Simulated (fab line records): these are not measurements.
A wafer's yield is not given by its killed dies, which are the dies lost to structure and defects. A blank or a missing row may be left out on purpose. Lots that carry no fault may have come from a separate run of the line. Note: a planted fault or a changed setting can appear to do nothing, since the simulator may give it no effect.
fab line records	flow berkeley_cmos170
record: lots: 24	wafers: 72	last_day: 13
route steps=331 shown M2@289 V2@307 M3@310
lots that met no fault: taken from a fault-free run of the same line
start_h: hours from the record's first day to the start of the lot's first wafer shown	wait_h: hours from the lot's prior step to this one	" as in the row above	L1.1+2: a single row standing in for several wafers	- no value, or no start given	* or withheld: withheld	< > ~ a bound
route shown NAME@n: a module of which the file shows steps, and the number in the route of the first	usual: mean/standard deviation of fault-free wafers	same: alike in all rows	chamber/n: place in a boat	sites: readings site by site	_std_site: the standard deviation of these	_edge_site: the outer-site mean with the inner-site mean subtracted	radius_mm: how far each site lies from the wafer's centre	mask NAME#n: copy n	behind: the most recent tool/chamber to have shaped the wafer	hold: reason for holding the lot/hours on hold/outcome of the hold	device: the n, p or np transistor that did not switch	end of line: the same wafers' tests at the end of the route	for a step that has no rows: nothing shown but its recipe	killed: count of dies lost to structure and defects at first sort (not the wafer's yield)	map: shows each die of a wafer: x if killed, . if not, _ if none is there
set.NAME: setting as actually run; set.NAME@STEP: the setting as run at that earlier step	model.NAME: the simulator's own value behind a step, which no gauge read
a sample of lots followed through the steps of the route, with each step as a table and each wafer as a row
services: a tool's chamber out of use, with start hour (start_h, from the record's first day; less than 0 if before it), hours out, and reason
== steps ==
step: UCB170_M2_METAL_ETCH_18
recipe: chemistry: Cl2/BCl3	target: Al	stop_on: SiO2	pressure_mtorr: 12	target_depth_a: 11700	over_etch_frac: 0.3	time_s: 195	icp_w: 600	bias_w: 120	Cl2_flow_sccm: 90	bcl3_flow_sccm: 45
usual: drypump_motor_current_A: 6.0/0.33	mfc_cl2_sccm: 89.94/0.26	oes_product_au: 0.861/0.016	rf_fwd_power_W: 598.2/1.9	throttle_valve_pct: 24.46/0.25
same: time_s: 195
lot.wafer	tool	chamber	start_h	wait_h	drypump_motor_current_A	mfc_cl2_sccm	oes_product_au	rf_fwd_power_W	rf_hours_counter_h	throttle_valve_pct
L074.3	rie_metal-04	1	184.35	-	5.5	89.83	0.858	596.3	-	24.55
L074.4	"	0	"	"	6.1	89.63	0.883	601.5	-	24.63
L074.5	"	1	"	"	5.5	89.76	0.881	597.9	-	24.53
L075.3	rie_metal-04	0	199.43	-	6.1	90.10	0.885	603.4	-	24.64
L075.5	"	0	"	"	6.1	90.39	0.877	599.9	-	24.63
L075.6	"	0	"	"	6.1	90.15	0.885	599.3	-	24.62
L076.3	rie_metal-01	1	200.59	-	5.7	90.03	0.866	596.3	-	24.56
L076.4	"	0	"	"	6.3	90.29	0.828	598.8	-	23.83
L076.5	"	0	"	"	6.3	89.50	0.851	598.8	-	23.85
L079.2	rie_metal-02	1	218.04	-	6.0	90.01	0.869	595.3	-	24.44
L079.3	"	1	"	"	6.0	90.03	0.857	595.9	-	24.44
L079.4	"	1	"	"	6.0	90.18	0.857	594.4	-	24.45
L080.1	rie_metal-01	1	222.49	-	5.7	89.99	0.860	599.3	5	24.56
L080.4	"	1	"	"	5.7	90.00	0.861	599.0	-	24.56
L080.5	"	1	"	"	5.7	89.99	0.851	601.4	-	24.56
L082.3	rie_metal-02	1	222.84	-	6.0	90.25	0.865	598.7	-	24.43
L082.5	"	1	"	"	6.0	90.48	0.855	596.5	-	24.44
L082.6	"	1	"	"	6.0	90.48	0.867	598.0	-	24.43
L078.2	rie_metal-04	1	222.99	-	5.5	89.97	0.876	600.8	0	24.64
L078.3	"	0	"	"	6.1	89.81	0.890	592.8	-	24.61
L078.5	"	0	"	"	6.1	89.51	0.885	597.9	-	24.63
L081.2	rie_metal-01	1	223.97	-	5.7	89.86	0.865	598.4	-	24.55
L081.3	"	1	"	"	5.7	89.82	0.858	596.7	-	24.57
L081.5	"	1	"	"	5.7	90.17	0.863	600.1	-	24.57
L077.1	rie_metal-02	1	224.27	-	6.0	89.61	0.857	597.6	12	24.42
L077.3	"	1	"	"	6.0	90.05	0.852	599.6	-	24.45
L077.6	"	1	"	"	6.0	89.52	0.864	596.7	-	24.44
L083.1	rie_metal-04	1	226.22	-	5.5	90.12	0.874	597.5	0	24.64
L083.3	"	1	"	"	5.5	89.77	0.867	597.9	-	24.64
L083.6	"	0	"	"	6.2	89.77	0.881	601.5	-	24.62
L084.1	rie_metal-01	1	227.39	-	5.7	89.81	0.860	599.5	6	24.58
L084.5	"	1	"	"	5.7	90.00	0.857	600.1	-	24.58
L084.6	"	1	"	"	5.7	90.05	0.858	598.9	-	24.57
L085.2	rie_metal-02	1	242.37	-	6.0	90.18	0.869	596.3	13	24.44
L085.3	"	1	"	"	6.0	90.13	0.849	597.6	-	24.43
L085.6	"	1	"	"	6.0	90.02	0.866	597.6	-	24.44
L086.1	rie_metal-01	1	242.45	-	5.7	90.09	0.860	595.8	7	24.57
L086.2	"	0	"	"	6.4	89.66	0.843	598.7	0	23.89
L086.4	"	1	"	"	5.7	89.49	0.849	596.6	-	24.59
L088.1	rie_metal-01	1	257.21	-	5.7	90.12	0.861	597.3	7	24.58
L088.2	"	0	"	"	6.3	90.13	0.841	595.2	0	23.90
L088.3	"	1	"	"	5.7	89.89	0.845	598.2	-	24.57
L087.1	rie_metal-02	1	257.69	-	6.0	89.59	0.871	595.7	13	24.42
L087.2	"	0	"	"	6.6	90.35	0.844	597.6	13	24.53
L087.5	"	0	"	"	6.6	90.27	0.851	597.0	-	24.54
L089.3	rie_metal-04	1	258.16	-	5.5	89.16	0.868	597.5	-	24.64
L089.4	"	0	"	"	6.2	89.75	0.872	599.9	-	24.64
L089.6	"	0	"	"	6.1	89.92	0.877	599.1	-	24.64
L090.2	rie_metal-04	1	265.86	-	5.5	89.81	0.884	597.3	2	24.62
L090.3	"	0	"	"	6.1	90.48	0.891	597.9	-	24.63
L090.4	"	1	"	"	5.5	89.84	0.878	599.1	-	24.63
L091.1	rie_metal-01	1	274.30	-	5.7	90.29	0.855	598.2	8	24.57
L091.5	"	1	"	"	5.7	89.69	0.852	598.7	-	24.58
L091.6	"	0	"	"	6.4	89.53	0.829	600.9	-	23.90
L092.3	rie_metal-04	0	274.60	-	6.1	90.18	0.877	597.6	-	24.63
L092.5	"	0	"	"	6.1	89.96	0.886	602.8	-	24.65
L092.6	"	1	"	"	5.5	89.80	0.860	596.6	-	24.64
L093.1	rie_metal-02	1	274.78	-	6.0	89.79	0.856	595.9	14	24.43
L093.4	"	1	"	"	6.0	89.86	0.863	595.6	-	24.44
L093.5	"	0	"	"	6.6	90.05	0.845	597.4	-	24.53
L095.2	rie_metal-01	1	282.95	-	5.7	90.05	0.860	599.4	8	24.57
L095.3	"	0	"	"	6.4	89.76	0.836	598.4	-	23.90
L095.5	"	1	"	"	5.7	90.02	0.842	598.0	-	24.56
L094.1	rie_metal-04	1	285.48	-	5.5	89.94	0.873	598.5	2	24.64
L094.5	"	0	"	"	6.1	89.98	0.874	601.7	-	24.62
L094.6	"	1	"	"	5.5	90.12	0.870	600.1	-	24.63
L097.1	rie_metal-01	1	294.10	-	5.7	89.92	0.856	600.5	8	24.58
L097.3	"	0	"	"	6.4	90.09	0.832	601.1	-	23.91
L097.4	"	1	"	"	5.7	89.89	0.863	602.2	-	24.56
L096.2	rie_metal-01	0	298.09	-	6.3	89.91	0.837	600.2	2	23.90
L096.3	"	1	"	"	5.7	89.88	0.856	597.0	-	24.58
L096.4	"	0	"	"	6.3	89.73	0.840	597.4	-	23.90
step: UCB170_V2_STRIP_15
recipe: chemistry: O2	power_w: 400	pressure_mtorr: 3500	platen_temp_c: withheld	o2_flow_sccm: 400	overash_fraction: 0.5
usual: drypump_motor_current_A: 6.1/0.38	oes_product_au: 0.721/0.0041	strip_time_to_endpoint_s: 15.35/0.097
lot.wafer	tool	chamber	start_h	wait_h	drypump_motor_current_A	oes_product_au	rf_hours_counter_h	strip_time_to_endpoint_s
L074.3	plasma_asher-01	1	186.93	0.1	5.4	0.729	-	15.41
L074.4	"	0	"	"	6.4	0.732	-	15.43
L074.5	"	0	"	"	6.4	0.716	-	15.50
L075.3	plasma_asher-04	0	202.21	0.1	6.6	0.719	-	15.23
L075.5	"	1	"	"	6.1	0.720	-	15.17
L075.6	"	0	"	"	6.6	0.726	-	15.45
L076.3	plasma_asher-02	1	204.43	0.1	5.9	0.720	-	15.43
L076.4	"	0	"	"	6.4	0.725	-	15.30
L076.5	"	0	"	"	6.4	0.718	-	15.38
L079.2	plasma_asher-02	1	220.62	0.1	5.9	0.725	51	15.32
L079.3	"	1	"	"	5.9	0.729	-	15.44
L079.4	"	0	"	"	6.4	0.725	-	15.32
L080.1	plasma_asher-02	0	225.49	0.1	6.4	0.718	52	15.45
L080.4	"	1	"	"	5.9	0.722	-	15.35
L080.5	"	0	"	"	6.4	0.717	-	15.50
L082.3	plasma_asher-04	0	225.77	0.1	6.6	0.723	-	15.38
L082.5	"	0	"	"	6.6	0.722	-	15.35
L082.6	"	1	"	"	6.1	0.717	-	15.32
L078.2	plasma_asher-02	0	226.01	0.1	6.4	0.716	52	15.43
L078.3	"	0	"	"	6.4	0.722	-	15.43
L078.5	"	1	"	"	5.9	0.731	-	15.31
L081.2	plasma_asher-01	1	226.73	0.1	5.4	0.729	12	15.32
L081.3	"	0	"	"	6.4	0.722	-	15.33
L081.5	"	1	"	"	5.4	0.721	-	15.30
L077.1	plasma_asher-04	0	227.46	0.1	6.6	0.720	46	15.31
L077.3	"	0	"	"	6.6	0.727	-	15.42
L077.6	"	0	"	"	6.6	0.719	-	15.40
L083.1	plasma_asher-01	0	229.02	0.1	6.4	0.729	13	15.25
L083.3	"	1	"	"	5.4	0.715	-	15.33
L083.6	"	1	"	"	5.4	0.722	-	15.29
L084.1	plasma_asher-01	1	230.80	0.1	5.4	0.718	13	15.43
L084.5	"	0	"	"	6.4	0.721	-	15.34
L084.6	"	1	"	"	5.4	0.720	-	15.20
L085.2	plasma_asher-01	1	246.34	0.1	5.4	0.717	15	15.43
L085.3	"	1	"	"	5.4	0.721	-	15.30
L085.6	"	1	"	"	5.4	0.718	-	15.26
L086.1	plasma_asher-04	0	246.57	0.1	6.6	0.715	49	15.28
L086.2	"	1	"	"	6.1	0.722	49	15.29
L086.4	"	0	"	"	6.6	0.725	-	15.47
L088.1	plasma_asher-04	1	260.03	0.1	6.1	0.718	51	15.34
L088.2	"	0	"	"	6.6	0.724	51	15.42
L088.3	"	0	"	"	6.6	0.720	-	15.30
L087.1	plasma_asher-02	1	260.32	0.1	5.9	0.720	56	15.40
L087.2	"	0	"	"	6.4	0.720	56	15.41
L087.5	"	1	"	"	5.9	0.715	-	15.42
L089.3	plasma_asher-01	1	260.83	0.1	5.4	0.715	-	15.27
L089.4	"	0	"	"	6.4	0.719	-	15.40
L089.6	"	1	"	"	5.4	0.722	-	15.23
L090.2	plasma_asher-02	1	269.26	0.1	5.9	0.716	57	15.36
L090.3	"	0	"	"	6.4	0.721	-	15.32
L090.4	"	1	"	"	5.9	0.729	-	15.23
L091.1	plasma_asher-04	0	277.36	0.1	6.6	0.720	54	15.14
L091.5	"	1	"	"	6.1	0.714	-	15.19
L091.6	"	0	"	"	6.6	0.723	-	15.30
L092.3	plasma_asher-02	1	278.03	0.1	5.9	0.725	-	15.53
L092.5	"	1	"	"	5.9	0.724	-	15.28
L092.6	"	0	"	"	6.4	0.719	-	15.23
L093.1	plasma_asher-04	1	278.17	0.1	6.1	0.718	54	15.29
L093.4	"	1	"	"	6.1	0.722	-	15.42
L093.5	"	1	"	"	6.1	0.727	-	15.45
L095.2	plasma_asher-04	0	285.42	0.1	6.6	0.722	55	15.42
L095.3	"	1	"	"	6.1	0.722	-	15.43
L095.5	"	1	"	"	6.1	0.724	-	15.29
L094.1	plasma_asher-01	0	287.95	0.1	6.4	0.717	21	15.45
L094.5	"	0	"	"	6.4	0.720	-	15.42
L094.6	"	1	"	"	5.4	0.728	-	15.36
L097.1	plasma_asher-02	0	297.12	0.1	6.4	0.728	60	15.44
L097.3	"	1	"	"	5.9	0.726	-	15.44
L097.4	"	0	"	"	6.4	0.724	-	15.31
L096.2	plasma_asher-04	1	301.20	0.1	6.1	0.726	57	15.59
L096.3	"	1	"	"	6.1	0.719	-	15.35
L096.4	"	0	"	"	6.6	0.717	-	15.34
step: UCB170_M3_SPUTTER_01
recipe: material: Al	target_thk_nm: 900	time_s: 120	power_w: 6000	chamber_pressure_pa: 0.5
usual: cathode_dc_power_W: 5999.9/1.1	throttle_valve_pct: 30.0/0.61
same: time_s: 120
lot.wafer	tool	chamber	start_h	wait_h	cathode_dc_power_W	throttle_valve_pct
L074.3	pvd_sputter-03	-	187.18	0.0	5999.4	29.2
L074.4	"	-	"	"	5999.1	30.5
L074.5	"	-	"	"	5999.2	29.3
L075.3	pvd_sputter-04	-	202.47	0.0	6001.5	30.0
L075.5	"	-	"	"	6001.0	30.3
L075.6	"	-	"	"	5999.3	30.2
L076.3	pvd_sputter-03	-	204.69	0.0	6000.3	28.8
L076.4	"	-	"	"	6000.7	30.1
L076.5	"	-	"	"	5999.8	30.4
L079.2	pvd_sputter-04	-	220.90	0.0	5999.8	30.1
L079.3	"	-	"	"	6001.1	30.0
L079.4	"	-	"	"	5999.4	30.2
L080.1	pvd_sputter-04	-	225.78	0.0	5999.0	29.7
L080.4	"	-	"	"	6000.6	29.9
L080.5	"	-	"	"	6001.7	30.0
L082.3	pvd_sputter-03	-	226.02	0.0	5999.9	28.9
L082.5	"	-	"	"	5999.7	30.4
L082.6	"	-	"	"	6001.4	29.1
L078.2	pvd_sputter-02	-	226.30	0.0	5999.6	30.8
L078.3	"	-	"	"	5999.5	30.6
L078.5	"	-	"	"	6000.2	30.8
L081.2	pvd_sputter-04	-	227.02	0.0	6001.8	30.2
L081.3	"	-	"	"	6000.6	29.9
L081.5	"	-	"	"	6000.1	30.0
L077.1	pvd_sputter-03	-	227.75	0.0	6002.2	30.3
L077.3	"	-	"	"	6000.2	29.2
L077.6	"	-	"	"	5999.1	29.0
L083.1	pvd_sputter-02	-	229.30	0.0	5998.9	30.6
L083.3	"	-	"	"	6002.1	30.8
L083.6	"	-	"	"	6000.2	30.9
L084.1	pvd_sputter-04	-	231.09	0.0	6000.2	29.9
L084.5	"	-	"	"	5998.3	29.8
L084.6	"	-	"	"	6000.8	30.2
L085.2	pvd_sputter-03	-	246.63	0.0	6000.6	30.4
L085.3	"	-	"	"	6001.0	29.2
L085.6	"	-	"	"	6000.2	29.3
L086.1	pvd_sputter-03	-	246.87	0.0	5999.8	29.0
L086.2	"	-	"	"	5999.9	30.3
L086.4	"	-	"	"	5997.5	29.2
L088.1	pvd_sputter-03	-	260.32	0.0	5999.0	28.9
L088.2	"	-	"	"	5999.1	29.4
L088.3	"	-	"	"	6001.4	30.2
L087.1	pvd_sputter-04	-	260.61	0.0	6001.0	30.2
L087.2	"	-	"	"	6000.4	29.9
L087.5	"	-	"	"	6000.8	30.2
L089.3	pvd_sputter-02	-	261.08	0.0	5999.8	30.6
L089.4	"	-	"	"	6000.7	30.7
L089.6	"	-	"	"	6001.5	30.7
L090.2	pvd_sputter-03	-	269.54	0.0	5999.6	29.1
L090.3	"	-	"	"	6000.1	29.9
L090.4	"	-	"	"	6001.2	29.1
L091.1	pvd_sputter-02	-	277.64	0.0	5999.8	30.3
L091.5	"	-	"	"	5999.2	30.6
L091.6	"	-	"	"	5997.8	30.5
L092.3	pvd_sputter-03	-	278.28	0.0	6001.2	30.3
L092.5	"	-	"	"	6000.7	30.5
L092.6	"	-	"	"	5999.3	30.6
L093.1	pvd_sputter-04	-	278.45	0.0	5999.1	29.8
L093.4	"	-	"	"	6000.7	29.9
L093.5	"	-	"	"	5999.7	30.0
L095.2	pvd_sputter-03	-	285.71	0.0	5999.9	29.4
L095.3	"	-	"	"	6000.2	30.2
L095.5	"	-	"	"	6000.6	30.6
L094.1	pvd_sputter-02	-	288.23	0.0	6001.5	30.6
L094.5	"	-	"	"	6000.1	30.7
L094.6	"	-	"	"	5999.4	30.9
L097.1	pvd_sputter-04	-	297.41	0.0	5999.8	29.8
L097.3	"	-	"	"	6000.2	29.8
L097.4	"	-	"	"	5999.1	30.0
L096.2	pvd_sputter-03	-	301.48	0.0	6000.6	30.2
L096.3	"	-	"	"	5997.6	30.5
L096.4	"	-	"	"	6000.3	29.2
step: UCB170_M3_CD_MEAS_15
recipe: target_cd_nm: 700
usual: cd_nm: 699.8/1.4
lot.wafer	tool	chamber	start_h	wait_h	cd_nm
L074.3	cd_sem-02	-	191.00	-	697.6
L074.4	"	-	"	"	697.0
L074.5	"	-	"	"	697.3
L075.3	cd_sem-02	-	206.06	-	698.1
L075.5	"	-	"	"	698.5
L075.6	"	-	"	"	698.6
L076.3	cd_sem-01	-	207.31	-	701.6
L076.4	"	-	"	"	702.5
L076.5	"	-	"	"	700.5
L079.2	cd_sem-02	-	224.00	-	701.0
L079.3	"	-	"	"	700.7
L079.4	"	-	"	"	701.3
L080.1	cd_sem-02	-	228.37	-	700.4
L080.4	"	-	"	"	700.2
L080.5	"	-	"	"	701.5
L082.3	cd_sem-02	-	228.78	-	699.5
L082.5	"	-	"	"	700.3
L082.6	"	-	"	"	701.6
L078.2	cd_sem-02	-	228.90	-	698.9
L078.3	"	-	"	"	698.6
L078.5	"	-	"	"	698.2
L081.2	cd_sem-01	-	230.21	-	700.3
L081.3	"	-	"	"	700.0
L081.5	"	-	"	"	702.5
L077.1	cd_sem-01	-	230.72	-	697.7
L077.3	"	-	"	"	698.9
L077.6	"	-	"	"	700.6
L083.1	cd_sem-02	-	231.92	-	703.7
L083.3	"	-	"	"	701.8
L083.6	"	-	"	"	702.0
L084.1	cd_sem-01	-	233.19	-	700.6
L084.5	"	-	"	"	699.9
L084.6	"	-	"	"	699.9
L085.2	cd_sem-01	-	249.00	-	699.6
L085.3	"	-	"	"	699.8
L085.6	"	-	"	"	700.7
L086.1	cd_sem-02	-	249.24	-	699.9
L086.2	"	-	"	"	701.4
L086.4	"	-	"	"	700.6
L088.1	cd_sem-01	-	264.24	-	701.5
L088.2	"	-	"	"	701.9
L088.3	"	-	"	"	701.1
L087.1	cd_sem-01	-	265.29	-	698.5
L087.2	"	-	"	"	698.2
L087.5	"	-	"	"	698.4
L089.3	cd_sem-01	-	265.75	-	699.4
L089.4	"	-	"	"	700.7
L089.6	"	-	"	"	699.2
L090.2	cd_sem-01	-	271.69	-	699.8
L090.3	"	-	"	"	699.8
L090.4	"	-	"	"	699.2
L091.1	cd_sem-01	-	280.79	-	699.2
L091.5	"	-	"	"	699.1
L091.6	"	-	"	"	699.8
L092.3	cd_sem-02	-	281.07	-	700.5
L092.5	"	-	"	"	700.4
L092.6	"	-	"	"	700.0
L093.1	cd_sem-02	-	281.35	-	701.9
L093.4	"	-	"	"	701.9
L093.5	"	-	"	"	701.6
L095.2	cd_sem-02	-	287.75	-	699.9
L095.3	"	-	"	"	699.5
L095.5	"	-	"	"	700.4
L094.1	cd_sem-02	-	290.92	-	701.8
L094.5	"	-	"	"	699.7
L094.6	"	-	"	"	699.5
L097.1	cd_sem-01	-	299.91	-	697.5
L097.3	"	-	"	"	698.7
L097.4	"	-	"	"	698.1
L096.2	cd_sem-01	-	303.77	-	698.9
L096.3	"	-	"	"	698.5
L096.4	"	-	"	"	697.5
step: UCB170_M3_OVL_MEAS_16
usual: M3_OVL: 0/6.1
lot.wafer	tool	chamber	start_h	wait_h	M3_OVL[nm]
L074.3	overlay-02	-	191.09	0.1	5
L074.4	"	-	"	"	-1
L074.5	"	-	"	"	7
L075.3	overlay-02	-	206.16	0.1	-2
L075.5	"	-	"	"	1
L075.6	"	-	"	"	-3
L076.3	overlay-02	-	207.40	0.1	-2
L076.4	"	-	"	"	-3
L076.5	"	-	"	"	3
L079.2	overlay-02	-	224.11	0.1	-2
L079.3	"	-	"	"	6
L079.4	"	-	"	"	8
L080.1	overlay-01	-	228.49	0.1	5
L080.4	"	-	"	"	2
L080.5	"	-	"	"	1
L082.3	overlay-01	-	228.88	0.1	-5
L082.5	"	-	"	"	-6
L082.6	"	-	"	"	-1
L078.2	overlay-02	-	229.00	0.1	2
L078.3	"	-	"	"	-4
L078.5	"	-	"	"	-4
L081.2	overlay-02	-	230.32	0.1	0
L081.3	"	-	"	"	6
L081.5	"	-	"	"	5
L077.1	overlay-01	-	230.84	0.1	-5
L077.3	"	-	"	"	-9
L077.6	"	-	"	"	-4
L083.1	overlay-02	-	232.04	0.1	7
L083.3	"	-	"	"	3
L083.6	"	-	"	"	-5
L084.1	overlay-02	-	233.31	0.1	-2
L084.5	"	-	"	"	-4
L084.6	"	-	"	"	5
L085.2	overlay-02	-	249.10	0.1	2
L085.3	"	-	"	"	-3
L085.6	"	-	"	"	3
L086.1	overlay-01	-	249.36	0.1	6
L086.2	"	-	"	"	5
L086.4	"	-	"	"	2
L088.1	overlay-02	-	264.36	0.1	-10
L088.2	"	-	"	"	-6
L088.3	"	-	"	"	-2
L087.1	overlay-01	-	265.41	0.1	3
L087.2	"	-	"	"	0
L087.5	"	-	"	"	-6
L089.3	overlay-02	-	265.84	0.1	-1
L089.4	"	-	"	"	5
L089.6	"	-	"	"	-2
L090.2	overlay-01	-	271.80	0.1	-2
L090.3	"	-	"	"	-7
L090.4	"	-	"	"	-5
L091.1	overlay-02	-	280.91	0.1	14
L091.5	"	-	"	"	15
L091.6	"	-	"	"	12
L092.3	overlay-01	-	281.16	0.1	4
L092.5	"	-	"	"	1
L092.6	"	-	"	"	-8
L093.1	overlay-01	-	281.47	0.1	9
L093.4	"	-	"	"	16
L093.5	"	-	"	"	13
L095.2	overlay-01	-	287.86	0.1	1
L095.3	"	-	"	"	-4
L095.5	"	-	"	"	-3
L094.1	overlay-02	-	291.04	0.1	4
L094.5	"	-	"	"	0
L094.6	"	-	"	"	-1
L097.1	overlay-02	-	300.03	0.1	1
L097.3	"	-	"	"	-12
L097.4	"	-	"	"	-7
L096.2	overlay-01	-	303.87	0.1	-3
L096.3	"	-	"	"	-5
L096.4	"	-	"	"	-2
step: UCB170_M3_METAL_ETCH_18
recipe: chemistry: Cl2/BCl3	target: Al	stop_on: SiO2	pressure_mtorr: 12	target_depth_a: 11700	over_etch_frac: 0.3	time_s: 195	icp_w: 600	bias_w: 120	Cl2_flow_sccm: 90	bcl3_flow_sccm: 45
usual: drypump_motor_current_A: 5.97/0.29	mfc_cl2_sccm: 89.98/0.28	oes_product_au: 0.863/0.014	rf_fwd_power_W: 597.4/1.7	throttle_valve_pct: 24.43/0.15
same: time_s: 195
lot.wafer	tool	chamber	start_h	wait_h	drypump_motor_current_A	mfc_cl2_sccm	oes_product_au	rf_fwd_power_W	rf_hours_counter_h	throttle_valve_pct
L074.3	rie_metal-03	1	191.22	-	6.05	90.31	0.852	595.1	-	24.17
L074.4	"	0	"	"	5.71	90.01	0.869	598.3	-	24.46
L074.5	"	1	"	"	6.04	89.93	0.852	599.7	-	24.19
L075.3	rie_metal-02	1	206.29	-	6.00	89.63	0.874	597.3	-	24.43
L075.5	"	0	"	"	6.57	89.96	0.853	601.2	-	24.54
L075.6	"	1	"	"	6.00	89.88	0.869	597.3	-	24.43
L076.3	rie_metal-03	1	207.53	-	6.05	90.11	0.846	597.3	-	24.17
L076.4	"	0	"	"	5.72	90.15	0.865	596.3	-	24.44
L076.5	"	1	"	"	6.04	90.10	0.855	598.1	-	24.18
L079.2	rie_metal-03	0	224.18	-	5.73	89.84	0.858	596.3	2	24.45
L079.3	"	1	"	"	6.04	90.14	0.847	593.9	-	24.18
L079.4	"	0	"	"	5.71	89.57	0.846	595.3	-	24.45
L080.1	rie_metal-03	1	228.57	-	6.04	90.50	0.848	595.3	3	24.16
L080.4	"	1	"	"	6.05	90.01	0.848	596.2	-	24.17
L080.5	"	0	"	"	5.70	90.35	0.862	598.5	-	24.45
L082.3	rie_metal-02	1	229.07	-	6.00	90.43	0.867	598.1	-	24.43
L082.5	"	1	"	"	6.00	90.46	0.873	596.4	-	24.42
L082.6	"	1	"	"	5.97	90.58	0.869	596.4	-	24.43
L078.2	rie_metal-04	0	229.07	-	6.13	89.57	0.885	596.0	9	24.62
L078.3	"	0	"	"	6.14	89.84	0.891	596.5	-	24.65
L078.5	"	0	"	"	6.14	89.74	0.895	597.2	-	24.62
L081.2	rie_metal-03	0	230.39	-	5.68	90.20	0.856	594.3	3	24.45
L081.3	"	1	"	"	6.03	90.26	0.843	597.4	-	24.18
L081.5	"	1	"	"	6.04	89.89	0.850	596.2	-	24.18
L077.1	rie_metal-04	0	230.92	-	6.13	89.72	0.891	599.4	9	24.62
L077.3	"	0	"	"	6.17	89.69	0.884	600.3	-	24.64
L077.6	"	1	"	"	5.47	89.75	0.867	595.3	-	24.64
L083.1	rie_metal-02	1	232.12	-	6.00	90.06	0.864	599.3	12	24.43
L083.3	"	1	"	"	6.01	89.83	0.866	599.5	-	24.42
L083.6	"	1	"	"	6.00	89.93	0.873	597.0	-	24.44
L084.1	rie_metal-03	0	233.38	-	5.68	90.08	0.851	597.9	3	24.44
L084.5	"	0	"	"	5.69	89.98	0.866	599.2	-	24.45
L084.6	"	1	"	"	6.05	89.78	0.845	597.6	-	24.18
L085.2	rie_metal-02	0	249.17	-	6.58	89.90	0.854	594.8	13	24.53
L085.3	"	1	"	"	5.98	90.22	0.877	597.2	-	24.42
L085.6	"	0	"	"	6.58	89.78	0.864	598.0	-	24.52
L086.1	rie_metal-03	0	249.44	-	5.67	90.09	0.864	600.1	3	24.44
L086.2	"	1	"	"	6.03	89.75	0.846	595.2	4	24.17
L086.4	"	0	"	"	5.66	90.48	0.865	600.1	-	24.46
L088.1	rie_metal-03	1	264.44	-	6.07	89.90	0.837	597.7	4	24.18
L088.2	"	0	"	"	5.70	90.25	0.856	598.3	3	24.45
L088.3	"	0	"	"	5.68	90.37	0.861	596.7	-	24.43
L087.1	rie_metal-02	0	265.48	-	6.60	90.34	0.851	598.6	13	24.53
L087.2	"	1	"	"	6.00	89.95	0.865	596.3	13	24.42
L087.5	"	0	"	"	6.60	90.00	0.859	600.2	-	24.54
L089.3	rie_metal-03	0	265.97	-	5.69	90.06	0.856	598.6	-	24.45
L089.4	"	1	"	"	6.04	89.70	0.831	597.3	-	24.16
L089.6	"	0	"	"	5.67	89.53	0.856	598.9	-	24.45
L090.2	rie_metal-02	1	271.87	-	6.02	89.81	0.869	597.1	14	24.44
L090.3	"	0	"	"	6.60	90.58	0.854	596.0	-	24.53
L090.4	"	1	"	"	6.00	89.96	0.874	597.2	-	24.43
L091.1	rie_metal-04	1	280.99	-	5.45	89.77	0.885	599.4	2	24.64
L091.5	"	1	"	"	5.47	89.71	0.872	600.1	-	24.62
L091.6	"	0	"	"	6.15	89.71	0.884	599.4	-	24.62
L092.3	rie_metal-02	1	281.29	-	6.00	89.94	0.867	598.6	-	24.45
L092.5	"	1	"	"	6.02	89.94	0.867	597.8	-	24.43
L092.6	"	0	"	"	6.60	90.21	0.850	595.0	-	24.54
L093.1	rie_metal-03	1	281.55	-	6.07	90.31	0.842	598.0	5	24.19
L093.4	"	1	"	"	6.07	90.17	0.852	599.1	-	24.17
L093.5	"	1	"	"	6.05	89.84	0.834	594.7	-	24.17
L095.2	rie_metal-02	1	287.99	-	6.03	90.49	0.872	597.8	-	24.42
L095.3	"	1	"	"	6.00	90.19	0.868	596.7	-	24.42
L095.5	"	1	"	"	6.02	90.56	0.867	598.4	-	24.42
L094.1	rie_metal-02	1	291.12	-	6.01	89.71	0.869	597.9	15	24.43
L094.5	"	1	"	"	6.00	90.07	0.879	596.9	-	24.42
L094.6	"	1	"	"	6.00	89.84	0.860	597.1	-	24.43
L097.1	rie_metal-04	1	300.10	-	5.47	90.23	0.869	596.4	3	24.64
L097.3	"	1	"	"	5.48	90.01	0.871	596.4	-	24.64
L097.4	"	0	"	"	6.12	89.67	0.887	596.8	-	24.62
L096.2	rie_metal-04	0	303.94	-	6.16	89.64	0.880	594.2	12	24.62
L096.3	"	0	"	"	6.10	89.53	0.883	595.1	-	24.63
L096.4	"	1	"	"	5.47	89.82	0.872	600.6	-	24.65
== services ==
tool	chamber	start_h	hours	kind
pvd_sputter-03	-	191.57	3.1	repair
plasma_asher-04	-	192.81	0.7	repair
rie_metal-04	1	193.92	-	clean
rie_metal-04	1	193.92	21.2	scheduled_down
rie_metal-04	1	193.92	21.2	vent_cycle
rie_metal-01	0	208.97	-	clean
rie_metal-01	0	208.97	25.8	scheduled_down
rie_metal-01	0	208.97	25.8	vent_cycle
rie_metal-02	0	212.14	27.8	repair
plasma_asher-02	-	241.70	2.9	repair
pvd_sputter-02	-	241.93	7.1	repair
plasma_asher-02	-	245.86	1.9	repair
rie_metal-04	-	257.30	0.7	repair
rie_metal-02	0	282.89	-	clean
plasma_asher-02	-	288.22	2.8	pm
== key ==
fault none
